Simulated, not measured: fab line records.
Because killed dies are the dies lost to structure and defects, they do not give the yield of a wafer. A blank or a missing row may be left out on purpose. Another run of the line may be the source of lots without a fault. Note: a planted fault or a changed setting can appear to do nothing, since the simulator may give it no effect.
One fault seen from 2 desks ; flow rit cmos ; each desk holds nothing but its own numbers, with what lay behind them at the end

METROLOGY DESK
What the gauges read for every lot (on any tool): the sampled wafers with a number, averaged. The brackets show how far a lot's mean lies from the usual mean; more than 4 standard deviations puts the lot out of limits, marked OUT.
Columns: A = cd nm at RIT_CONTACT_CD_MEAS_08, usual 999.8 nm; B = CONTACT_OVL at RIT_CONTACT_OVL_MEAS_09, usual -0.7 nm; C = cd nm at RIT_CONTACT_CD_MEAS_90, usual 999.8 nm; D = M1_AL_RS at RIT_M1_RS_MEAS_01, usual 0.0735 ohm/sq
lot;first seen here;A;B;C;D
L480;day 3 15:58;1000.3;-1.9;999.9;0.0735
L484;day 4 11:58;1001.4;-0.9;1001.5;0.0735
L489;day 5 08:30;998.0;-2.2;997.5;0.0732
L491;day 5 20:10;998.7;-0.3;998.5;0.0737
L498;day 7 06:18;995.5;-1.4;996.2;0.0715
Result from this desk: across the 5 lots, nothing is out of limits.

DESK OF THE TOOL OWNER: pvd sputter-01
The tool's own readings at RIT_M1_SPUTTER_00 (material Al, target thk 400 nm, time 500 s): means of the sampled wafers that have a number, for each lot that ran on this tool. The brackets show how far a lot's mean lies from the usual mean; more than 4 standard deviations puts the lot out of limits, marked OUT.
Columns: A = chamber pressure pa at RIT_M1_SPUTTER_00, usual 0.4000 Pa; B = throttle valve pct at RIT_M1_SPUTTER_00, usual 29.9 %
lot;first seen here;A;B
L484;day 4 13:07;0.4003;29.4
L498;day 7 07:24;0.3582 (-54) OUT;33.2
This desk's finding: out of limits on L498; first on L498, day 7 07:24 (chamber pressure pa at RIT_M1_SPUTTER_00). L484 stayed within limits.

TAKEN TOGETHER
At day 7 07:24, on L498, the tool owner's desk was in a position to raise an alarm.
At the metrology desk, nothing out of limits was observed.
The metrology desk holds a record of L498, inside its limits.
RIT_M1_SPUTTER_00 was run on pvd sputter-01 by each of the lots named.

WHAT WAS PUT IN BY THE SIMULATOR
Process parameter drift: pvd sputter-01, from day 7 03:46 on, at RIT_M1_SPUTTER_00. A move of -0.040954 in setting chamber pressure pa, from 0.4. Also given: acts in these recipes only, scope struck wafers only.
Shown lots that were struck: L498.
Time in hours from fault onset to the first out-of-limits reading at each desk: the tool owner's desk, 4.
